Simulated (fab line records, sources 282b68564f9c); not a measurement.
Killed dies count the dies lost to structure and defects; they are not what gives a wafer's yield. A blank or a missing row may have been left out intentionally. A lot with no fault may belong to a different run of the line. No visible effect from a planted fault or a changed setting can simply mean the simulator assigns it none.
A lot that was struck, set against a sound lot -- flow ritCmos -- 12 out of 202 route steps
Sound: these wafers, L125.1, L125.2, L125.6. The struck wafers were L132.1, L132.5, L132.6. The cause is given at the end.
Each step with rows lists, per side, the tool, then ch with its chambers, then its first start. Under that, the readings that differ: sound wafers -- struck wafers -- difference of the means -- sigmas: that difference in standard deviations of wafers without a fault.
alike: readings whose means differ by less than 2 such deviations, and words and numbers that are the same on both sides. not compared: withheld readings, readings that some wafer has no value for, bounds like >300 that may hide the same value, and numbers for which the record gives no deviation and whose values overlap.
The two part at a step that has a row with sigmas, a row that says differs or no value, or rows on one side only. Non-overlapping numbers with no deviation appear without sigmas and do not part them. Lack of a reading on every wafer of one side parts them only where that side has two or more wafers.

RIT_ACTIVE_BOW_MEAS_00:
  struck on filmMetro-02, day 3 17:00; sound on filmMetro-01, day 2 06:00
  alike: INCOMING_BOW
then, 1 step without rows for these wafers: RIT_ACTIVE_OXIDATION_01 (target thk 46.8 nm, ox time 3360 s).
RIT_ACTIVE_THK_MEAS_02:
  struck on filmMetro-02, day 3 19:31; sound on filmMetro-03, day 2 08:03
  alike: ACTIVE_OXIDE_THK
then, 1 step without rows for these wafers: RIT_ACTIVE_CVD_03 (deposits Si3N4 from SiH2Cl2/NH3, target thk 150 nm, time 1500 s).
RIT_ACTIVE_THK_MEAS_04:
  struck on filmMetro-02, day 3 20:59; sound on filmMetro-02, day 2 09:32
  alike: ACTIVE_NITRIDE_THK
then, 5 steps without rows for these wafers: RIT_ACTIVE_HMDS_05 (prime time 60 s); RIT_ACTIVE_COAT_06 (resist thk 1000 nm); RIT_ACTIVE_SOFTBAKE_07 (time 60 s); RIT_ACTIVE_EXPOSE_08 (exposes mask M1, target cd 1400 nm); RIT_ACTIVE_PEB_09.
RIT_ACTIVE_DEVELOP_10: develop time 50 s.
  struck on lithoTrack-04, day 3 21:00; sound on lithoTrack-04 ch 0, day 2 10:00
  no value came back on the struck wafers for chillPlateTempC (C), developTimeS (s); on the sound wafers chillPlateTempC (C) reads 22.92 22.85 22.89
RIT_ACTIVE_CD_MEAS_11 targets a cd of 1400 nm.
  struck on cdSem-02, day 3 22:02; sound on cdSem-02, day 2 10:37
reading,sound,struck,difference,sigmas
cdNm (nm),1399.3 1401.4 1398.8,- - -,no value on the struck wafers,

WHERE THEY PART
First at RIT_ACTIVE_DEVELOP_10; last, within this record, at RIT_ACTIVE_CD_MEAS_11.

WHY: whatever the simulator had introduced
Entire step skipped (lithoTrack-04, RIT_ACTIVE_DEVELOP_10), from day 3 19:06 onward. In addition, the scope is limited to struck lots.
